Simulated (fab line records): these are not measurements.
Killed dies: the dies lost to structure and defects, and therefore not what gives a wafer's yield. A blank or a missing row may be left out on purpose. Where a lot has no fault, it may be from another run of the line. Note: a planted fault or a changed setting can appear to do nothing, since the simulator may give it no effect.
A struck lot beside a sound one :: flow berkeleyCmos170 :: 14 steps out of a route of 331
Sound: the wafers L855.3, L855.5, L855.6. Struck: wafers L867.4, L867.5, L867.6. At the end, the cause is stated.
Each step with rows lists, per side, the tool, then ch with its chambers, then its first start. Under that, the readings that differ: sound wafers :: struck wafers :: difference of the means :: sigmas: that difference in standard deviations of wafers without a fault.
alike: readings with means less than 2 such deviations apart, plus words and numbers identical on both sides. not compared: withheld readings, readings lacking a value on some wafer, bounds such as >300 that could conceal the same value, and numbers that have no deviation in the record and whose values overlap.
A row with sigmas, a row that says differs or no value, or rows on one side alone: a step with any of these is where the two part. Numbers that have no deviation but don't overlap get no sigmas and don't part them. A reading that every wafer of one side lacks parts them only if that side has two wafers or more.

UCB170_M2_SPUTTER_01: material Al, target thk 900 nm, time 120 s.
  sound on pvdSputter-04 at day 8 22:44; struck on pvdSputter-02 at day 10 19:08
  alike: throttleValvePct
UCB170_M2_RS_MEAS_02: measurement is done with a four-point probe.
  sound on filmMetro-02 at day 8 22:52; struck on filmMetro-03 at day 10 19:17
  alike: M2_AL_RS
UCB170_M2_THK_MEAS_03: measures by xrf.
  sound on filmMetro-02 at day 8 22:58; struck on filmMetro-03 at day 10 19:22
  alike: M2_AL_THK
then, 3 steps without rows for these wafers: UCB170_M2_HMDS_04 (prime time 60 s); UCB170_M2_COAT_05 (resist thk 900 nm); UCB170_M2_SOFTBAKE_06 (time 60 s).
UCB170_M2_STRIP_07: strips in O2.
  sound on plasmaAsher-01 ch 0,1, day 8 23:39; struck on plasmaAsher-04 ch 0,1, day 10 19:54
  alike: drypumpMotorCurrentA, oesProductAu, stripTimeToEndpointS
  not compared: rfHoursCounterH
then, 5 steps without rows for these wafers: UCB170_M2_STRIP_08 (strips KrF in DMSO, time 600 s); UCB170_M2_COAT_09; UCB170_M2_COAT_10 (resist thk 900 nm); UCB170_M2_SOFTBAKE_11 (time 60 s); UCB170_M2_EXPOSE_12 (exposes mask METAL2, target cd 700 nm).
UCB170_M2_PEB_13:
  struck on lithoTrack-02, day 10 21:33; sound on lithoTrack-01 ch 0, day 9 00:57
  no value came back on the struck wafers for chillPlateTempC (C), exhaustPa (Pa); on the sound wafers chillPlateTempC (C) reads 23.01 22.99 22.96
then, 1 step without rows for these wafers: UCB170_M2_DEVELOP_14 (develop time 45 s).

WHERE THEY PART
UCB170_M2_PEB_13 only, going by this record.

WHY: what had been put in by the simulator
Skipped step whole: lithoTrack-02, from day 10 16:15 on, at UCB170_M2_PEB_13. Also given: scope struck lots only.
